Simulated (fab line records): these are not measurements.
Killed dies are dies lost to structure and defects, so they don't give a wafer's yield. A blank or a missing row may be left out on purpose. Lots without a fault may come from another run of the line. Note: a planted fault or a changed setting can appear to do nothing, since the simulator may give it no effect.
Struck lot and sound lot, side by side | flow rit-cmos | 18 out of 202 route steps
Sound: wafers L187.2, L187.4, L187.5. The struck wafers were L199.1, L199.4, L199.6. At the end, the cause is stated.
For every step that has rows: the tool of each side, followed by ch and its chambers, followed by its first start. Under that, the readings that differ: sound wafers | struck wafers | difference of the means | sigmas: that difference in standard deviations of wafers without a fault.
alike: readings with means less than 2 such deviations apart, plus words and numbers identical on both sides. not compared: withheld readings, readings lacking a value on some wafer, bounds such as >300 that could conceal the same value, and numbers that have no deviation in the record and whose values overlap.
Wherever a step has rows on one side only, a row that says differs or no value, or a row with sigmas, the two part there. Non-overlapping numbers with no deviation appear without sigmas and do not part them. Lack of a reading on every wafer of one side parts them only where that side has two or more wafers.

first, 2 steps without rows for these wafers: RIT_ACTIVE_CLEAN_17 (cleans in SC2, time 600 s); RIT_FOX1_OXIDATION_00 (target thk 350.7 nm, ox time 1130 s).
RIT_FOX1_THK_MEAS_01:
  struck on film-metro-04, day 4 10:37; sound on film-metro-03, day 1 21:58
  reading             | sound       | struck      | difference | sigmas
  FOX1_OXIDE_THK (nm) | 348 350 347 | 334 332 330 | -16        | -3
then, 2 steps without rows for these wafers: RIT_FOX1_WET_ETCH_02 (etches SiO2 in BOE, target depth 350 nm, time 390 s); RIT_FOX2_OXIDATION_00 (target thk 350.7 nm, ox time 1130 s).
RIT_FOX2_THK_MEAS_01:
  struck on film-metro-01, day 4 12:06; sound on film-metro-03, day 1 23:28
  alike: FOX2_OXIDE_THK
then, 2 steps without rows for these wafers: RIT_FOX2_CLEAN_02 (cleans in dHF, time 180 s); RIT_FOX2_WET_ETCH_03 (etches Si3N4 in H3PO4, target depth 195 nm, time 2700 s).
RIT_FOX2_THK_MEAS_90:
  struck on film-metro-03, day 4 12:58; sound on film-metro-03, day 2 00:20
  alike: FIELD_OXIDE_LEFT_1_THK
then, 3 steps without rows for these wafers: RIT_NWELL_HMDS_00 (prime time 60 s); RIT_NWELL_COAT_01 (resist thk 1300 nm); RIT_NWELL_SOFTBAKE_02 (time 60 s).
RIT_NWELL_EXPOSE_03: exposes mask M2, target cd 43900 nm.
  sound on iline-stepper-02 ch 0, day 2 01:00; struck on iline-stepper-01 ch 0, day 4 13:37
  reading                       | sound                | struck         | difference | sigmas
  model.NWELL.overlay-x-nm (nm) | 0.8863 0.8863 0.8863 | 3570 3570 3570 | +3569      |
  alike: mask
then, 2 steps without rows for these wafers: RIT_NWELL_PEB_04; RIT_NWELL_DEVELOP_05 (develop time 68 s).
RIT_NWELL_OVL_MEAS_06:
  struck on overlay-01, day 4 14:02; sound on overlay-02, day 2 01:25
  reading        | sound       | struck               | difference | sigmas
  NWELL_OVL (nm) | 3.4 1.6 2.8 | 3568.8 3570.0 3569.2 | +3566.7    | +99 or more
then, 1 step without rows for these wafers: RIT_NWELL_HARDBAKE_07 (time 120 s).
RIT_M1_PROBE_99:
  struck on prober-02, day 6 04:52; sound on prober-02, day 3 13:34
  reading                                 | sound             | struck            | difference | sigmas
  killed-at-front-end                     | 3 3 4             | 264 264 264       | +261       | +87
  killed-dies                             | 3 3 4             | 264 264 264       | +261       | +87
  killed-on-rim                           | 0 0 2             | 70 70 70          | +69        | +53
  model.etest.well-edge-left.line-ohm-um  | 182.1 182 184     | 2018 2034 2036    | +1847      |
  model.etest.nmos_0p3.r-on-ohm-um        | 2211 2169 2196    | 1874 1871 1876    | -318       |
  model.etest.nmos-turned.drive-ua-um     | 316.3 323.7 329   | 487.6 485.8 468.5 | +157.6     |
  model.etest.nmos_0p15.drive-ua-um       | 465.7 461.9 465.8 | 594.7 600 586.2   | +129.2     |
  model.etest.nmos_0p15.r-on-ohm-um       | 1184 1122 1141    | 987.8 1008 1006   | -148.4     |
  model.etest.nmos_0p3.drive-ua-um        | 223.6 220.9 220.4 | 300.3 301.8 296.9 | +78.0      |
  model.etest.nmos-narrow.drive-ua-um     | 223.4 220.2 219.9 | 275.3 279 272.7   | +54.5      |
  model.etest.well-edge-right.line-ohm-um | 182.2 181 180.4   | 153.8 154.2 156.6 | -26.3      |
  alike: killed-at-contacts, killed-open, killed-short

WHERE THEY PART
Last at RIT_M1_PROBE_99 as far as this record goes, first at RIT_FOX1_THK_MEAS_01.

WHY: whatever the simulator had introduced
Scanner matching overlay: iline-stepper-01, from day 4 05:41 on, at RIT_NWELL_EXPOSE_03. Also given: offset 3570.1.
